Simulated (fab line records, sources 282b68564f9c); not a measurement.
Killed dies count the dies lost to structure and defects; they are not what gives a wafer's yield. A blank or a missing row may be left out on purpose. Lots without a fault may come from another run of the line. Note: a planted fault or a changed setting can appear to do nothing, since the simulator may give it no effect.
Which of the tools did it? | flow rit_cmos | 14 lots (42 wafers sampled), 1 step of a 202-step route

WHAT THE GAUGES SHOWED, per wafer
Not one reading of a measure or inspect step in the record can be checked against a usual standard deviation.

EACH LOT AND THE TOOL THAT RAN IT (in order: tool; ch and the chambers of the sampled wafers; start)
lot  | RIT_PWELL_EXPOSE_03
L789 | iline_stepper-01 ch 0, day 2 07:32
L790 | iline_stepper-01 ch 0, day 2 12:50
L791 | iline_stepper-02 ch 0, day 2 19:13
L793 | iline_stepper-02 ch 0, day 3 03:50
L795 | iline_stepper-01 ch 0, day 3 13:25
L796 | iline_stepper-02 ch 0, day 3 19:43
L797 | iline_stepper-02, day 3 23:23
L798 | iline_stepper-02, day 4 04:20
L799 | iline_stepper-01 ch 0, day 4 09:32
L800 | iline_stepper-02 ch 0, day 4 14:26
L805 | iline_stepper-02 ch 0, day 5 16:19
L807 | iline_stepper-01 ch 0, day 6 01:31
L808 | iline_stepper-02 ch 0, day 6 07:02
L809 | iline_stepper-02 ch 0, day 6 12:10
- RIT_PWELL_EXPOSE_03: exposes mask M3, target cd 43700 nm.

WHAT THE TOOLS THEMSELVES READ (means of the sampled wafers that have a number; where no wafer has one, the mark that the record gives instead)
RIT_PWELL_EXPOSE_03.
lot  | tool             | exposure_dose_mJ_cm2 | focus_offset_nm (nm) | reticle_temp_C (C)
L789 | iline_stepper-01 | 250.02               | 0.6                  | 22.96
L790 | iline_stepper-01 | 249.69               | 0.1                  | 22.96
L791 | iline_stepper-02 | 249.93               | 0.4                  | 22.93
L793 | iline_stepper-02 | 249.90               | -0.1                 | 22.86
L795 | iline_stepper-01 | 250.23               | -0.5                 | 22.89
L796 | iline_stepper-02 | 250.25               | -0.1                 | 23.05
L797 | iline_stepper-02 | -                    | -                    | -
L798 | iline_stepper-02 | -                    | -                    | -
L799 | iline_stepper-01 | 249.87               | -0.3                 | 23.13
L800 | iline_stepper-02 | 249.65               | 0.1                  | 23.08
L805 | iline_stepper-02 | 249.71               | -0.0                 | 22.86
L807 | iline_stepper-01 | 249.75               | -0.0                 | 22.91
L808 | iline_stepper-02 | 249.95               | -0.3                 | 22.91
L809 | iline_stepper-02 | 249.96               | 0.1                  | 22.96

THE ANSWER, worked out from the rows above alone
Rule: what is usual is taken from the lots themselves. The widest of any qualifying gaps counts: lots, ordered by their means at a reading, are off when they make up no more than a third of the lots, leave a main group of 4 or more, and stand apart from it by 3 or more times the standard deviation of that group's means. A main group is skipped when, at the precision printed for the reading in the tables above, its means are all equal. A lot without any number at a reading at which 4 lots or more have one is off too. The other lots that the step has rows for count as sound. Order of review: gauges by route order, followed by the tools' own readings, for which a lot's mean as printed above is used. The first step at which some lot is off is used, and at that step the reading that is off furthest; a lot without a number counts as furthest.
Off: L797, L798, at RIT_PWELL_EXPOSE_03 (exposure_dose_mJ_cm2). Without a number there: L797, L798. For the main group the mean is 249.91 and the standard deviation 0.19.
If a tool, at that step or one of the process steps before it, ran each lot that is off and ran no sound lot following the first of them, it fits. Not one of the candidates tried fits.

WHAT THE SIMULATOR HAD INSERTED
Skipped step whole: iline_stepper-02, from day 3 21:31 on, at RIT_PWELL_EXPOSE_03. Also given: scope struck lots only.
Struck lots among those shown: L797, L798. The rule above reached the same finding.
